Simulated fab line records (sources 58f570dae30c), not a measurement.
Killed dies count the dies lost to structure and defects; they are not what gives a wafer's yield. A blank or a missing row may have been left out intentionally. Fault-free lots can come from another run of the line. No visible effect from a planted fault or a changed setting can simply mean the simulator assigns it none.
fab line records	flow berkeleyCmos170
record lots=12	wafers=36	lastDay=12
route steps=331 shown CONTACT@231 V2@307 M3@324
lots that met no fault: taken from a fault-free run of the same line
startH: the number of hours between the record's first day and the start of the first shown wafer of the lot	waitH: time in hours since the lot's previous step	" repeats the value in the row above	L1.1+2: a row that stands for several wafers	- no value present, or no start provided	* or withheld: withheld	< > ~ a bound
route shown NAME@n: names a module that has steps shown in the file, with the first one's number in the route	usual: mean/standard deviation taken from wafers without a fault	same: alike in all rows	chamber/n: place in a boat	sites: each site's reading	_std_site: the standard deviation of these	_edge_site: inner sites' mean taken away from outer sites' mean	radiusMm: for every site, how far away it sits from the centre of the wafer	mask NAME#n: copy n	behind: the last tool/chamber to shape the wafer	hold: what put the lot on hold/how long, in hours/how the hold closed	device: whichever transistor did not switch (one of n, p or np)	end of line: the route-end tests of the same wafers	step lacking rows: just its recipe	killed: the dies lost at the first sort to structure and to defects; this is not the yield of the wafer	map: a wafer's dies, marking killed ones x, the rest . and places with no die _
set.NAME: the setting that was run; set.NAME@STEP: the one run at that earlier step	model.NAME: the simulator's own value behind a step, which no gauge read
the route's steps for a sample of lots (tables are steps, rows are wafers)
services: the hour from which a tool's chamber was out of use, counted from the record's first day as startH (under 0 if before that day), plus the number of hours and why
## steps
# step UCB170_CONTACT_CD_MEAS_15
# recipe targetCdNm=700
# usual cdNm=700.0/1.2
lot.wafer	tool	chamber	startH	waitH	cdNm
L442.3	cdSem-01	-	142.37	-	700.0
L442.4	"	-	"	"	700.3
L442.5	"	-	"	"	701.2
L441.1	cdSem-01	-	143.55	-	699.0
L441.2	"	-	"	"	698.4
L441.4	"	-	"	"	699.9
L443.1	cdSem-01	-	144.99	-	700.2
L443.3	"	-	"	"	700.8
L443.4	"	-	"	"	700.7
L444.1	cdSem-02	-	145.75	-	700.0
L444.3	"	-	"	"	697.9
L444.6	"	-	"	"	699.5
L446.1	cdSem-02	-	158.06	-	697.6
L446.4	"	-	"	"	698.9
L446.6	"	-	"	"	698.3
L452.1	cdSem-01	-	188.11	-	700.4
L452.4	"	-	"	"	700.2
L452.6	"	-	"	"	699.7
L451.1	cdSem-01	-	189.75	-	702.2
L451.3	"	-	"	"	701.6
L451.5	"	-	"	"	702.1
L453.2	cdSem-02	-	199.03	-	700.7
L453.3	"	-	"	"	700.3
L453.6	"	-	"	"	699.2
L454.1	cdSem-01	-	200.08	-	701.0
L454.2	"	-	"	"	700.7
L454.3	"	-	"	"	700.7
L462.1	cdSem-02	-	246.51	-	701.3
L462.3	"	-	"	"	700.8
L462.5	"	-	"	"	701.4
L463.1	cdSem-01	-	246.79	-	701.1
L463.2	"	-	"	"	701.2
L463.6	"	-	"	"	701.6
L464.2	cdSem-01	-	262.99	-	700.1
L464.4	"	-	"	"	698.7
L464.5	"	-	"	"	699.4
# step UCB170_V2_STRIP_15
# recipe chemistry=O2	powerW=400	pressureMtorr=3500	platenTempC=withheld	o2FlowSccm=400	overashFraction=0.5
# usual chamberPressureMTorr=3500/3.2	drypumpMotorCurrentA=5.6/0.37	oesProductAu=0.721/0.0051	stripTimeToEndpointS=15.38/0.1
lot.wafer	tool	chamber	startH	waitH	chamberPressureMTorr	drypumpMotorCurrentA	oesProductAu	rfHoursCounterH	stripTimeToEndpointS
L442.3	plasmaAsher-04	1	159.76	0.1	3501	6.2	0.723	-	15.44
L442.4	"	0	"	"	3496	5.3	0.722	-	15.51
L442.5	"	1	"	"	3499	6.2	0.716	-	15.37
L443.1	plasmaAsher-02	1	160.52	0.1	3501	5.2	0.714	45	15.18
L443.3	"	0	"	"	3496	5.7	0.718	-	15.47
L443.4	"	1	"	"	3494	5.2	0.716	-	15.38
L441.1	plasmaAsher-04	0	160.69	0.1	3501	5.3	0.726	42	15.50
L441.2	"	1	"	"	3502	6.2	0.725	42	15.45
L441.4	"	1	"	"	3502	6.2	0.726	-	15.34
L444.1	plasmaAsher-04	0	160.97	0.1	3500	5.3	0.714	42	15.30
L444.3	"	0	"	"	3500	5.3	0.720	-	15.29
L444.6	"	1	"	"	3497	6.2	0.728	-	15.34
L446.1	plasmaAsher-02	0	174.04	0.1	3496	5.7	0.724	46	15.52
L446.4	"	1	"	"	3506	5.2	0.722	-	15.49
L446.6	"	0	"	"	3499	5.7	0.726	-	15.54
L452.1	plasmaAsher-01	0	203.53	0.1	-	-	-	-	-
L452.4	"	1	"	"	-	-	-	-	-
L452.6	"	0	"	"	-	-	-	-	-
L451.1	plasmaAsher-04	1	203.77	0.1	-	-	-	-	-
L451.3	"	1	"	"	-	-	-	-	-
L451.5	"	0	"	"	-	-	-	-	-
L454.1	plasmaAsher-02	1	214.44	0.1	3495	5.2	0.717	50	15.38
L454.2	"	0	"	"	3502	5.7	0.727	50	15.31
L454.3	"	1	"	"	3503	5.2	0.719	-	15.39
L453.2	plasmaAsher-04	0	214.78	0.1	3496	5.3	0.726	47	15.57
L453.3	"	1	"	"	3503	6.2	0.720	-	15.50
L453.6	"	1	"	"	3503	6.2	0.721	-	15.42
L462.1	plasmaAsher-02	0	268.39	0.1	3500	5.7	0.719	56	15.35
L462.3	"	1	"	"	3504	5.2	0.716	-	15.47
L462.5	"	0	"	"	3499	5.7	0.724	-	15.28
L463.1	plasmaAsher-04	0	268.60	0.1	3507	5.3	0.721	52	15.29
L463.2	"	1	"	"	3503	6.2	0.720	52	15.34
L463.6	"	1	"	"	3495	6.2	0.722	-	15.49
L464.2	plasmaAsher-02	1	279.01	0.1	3498	5.2	0.718	57	15.35
L464.4	"	0	"	"	3502	5.7	0.724	-	15.48
L464.5	"	0	"	"	3502	5.7	0.720	-	15.53
# step UCB170_M3_CD_MEAS_15
# recipe targetCdNm=700
# usual cdNm=700.2/1.5
lot.wafer	tool	chamber	startH	waitH	cdNm
L442.3	cdSem-01	-	162.27	-	701.0
L442.4	"	-	"	"	700.0
L442.5	"	-	"	"	699.5
L443.1	cdSem-01	-	162.63	-	700.3
L443.3	"	-	"	"	699.0
L443.4	"	-	"	"	699.8
L441.1	cdSem-02	-	163.19	-	700.0
L441.2	"	-	"	"	699.9
L441.4	"	-	"	"	700.9
L444.1	cdSem-02	-	163.47	-	700.0
L444.3	"	-	"	"	700.3
L444.6	"	-	"	"	700.4
L446.1	cdSem-02	-	176.60	-	700.9
L446.4	"	-	"	"	700.6
L446.6	"	-	"	"	700.7
L454.1	cdSem-02	-	216.75	-	699.7
L454.2	"	-	"	"	700.0
L454.3	"	-	"	"	699.6
L453.2	cdSem-01	-	217.95	-	699.9
L453.3	"	-	"	"	698.6
L453.6	"	-	"	"	700.3
L462.1	cdSem-02	-	270.63	-	699.6
L462.3	"	-	"	"	701.2
L462.5	"	-	"	"	699.9
L463.1	cdSem-02	-	271.12	-	700.2
L463.2	"	-	"	"	698.5
L463.6	"	-	"	"	698.8
L464.2	cdSem-01	-	281.76	-	698.5
L464.4	"	-	"	"	699.7
L464.5	"	-	"	"	698.7
# step UCB170_M3_OVL_MEAS_16
# usual M3_OVL=2/7
lot.wafer	tool	chamber	startH	waitH	M3_OVL[nm]
L442.3	overlay-02	-	162.36	0.1	3
L442.4	"	-	"	"	0
L442.5	"	-	"	"	3
L443.1	overlay-02	-	162.75	0.1	9
L443.3	"	-	"	"	3
L443.4	"	-	"	"	14
L441.1	overlay-01	-	163.31	0.1	10
L441.2	"	-	"	"	4
L441.4	"	-	"	"	6
L444.1	overlay-01	-	163.59	0.1	-11
L444.3	"	-	"	"	-9
L444.6	"	-	"	"	6
L446.1	overlay-01	-	176.72	0.1	5
L446.4	"	-	"	"	7
L446.6	"	-	"	"	10
L454.1	overlay-01	-	216.87	0.1	7
L454.2	"	-	"	"	14
L454.3	"	-	"	"	6
L453.2	overlay-02	-	218.05	0.1	13
L453.3	"	-	"	"	9
L453.6	"	-	"	"	18
L462.1	overlay-01	-	270.75	0.1	4
L462.3	"	-	"	"	4
L462.5	"	-	"	"	8
L463.1	overlay-01	-	271.24	0.1	-6
L463.2	"	-	"	"	-6
L463.6	"	-	"	"	-15
L464.2	overlay-01	-	281.86	0.1	-2
L464.4	"	-	"	"	-6
L464.5	"	-	"	"	1
## services
tool	chamber	startH	hours	kind
plasmaAsher-02	-	143.11	0.6	repair
plasmaAsher-04	-	188.00	1.8	repair
plasmaAsher-01	-	266.16	2.8	pm
## key
firstSign step=UCB170_V2_STRIP_15	reading=toolRecord	direction=missing
effect none on later readings
metAt UCB170_V2_STRIP_15
struckLots L451,L452
laterRowsLeftOut L451.1,L451.3,L451.5,L452.1,L452.4,L452.6
sortLeftOut L451.1,L451.3,L451.5,L452.1,L452.4,L452.6
notActingAt UCB170_CONTACT_CD_MEAS_15,UCB170_M3_CD_MEAS_15,UCB170_M3_OVL_MEAS_16
onsetBetween 160.97 203.53
fault kind=skippedStepWhole	tool=plasmaAsher-01,plasmaAsher-04	chamber=-	onsetH=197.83	steps=UCB170_V2_STRIP_15	scope=struckLotsOnly
# sortLeftOut: the simulated sort isn't trusted on such a fault, so these wafers' sort isn't shown, and their yield isn't known
# laterRowsLeftOut: the simulator's readings of these wafers behind a module that went badly wrong aren't trusted and aren't shown, but for the sort
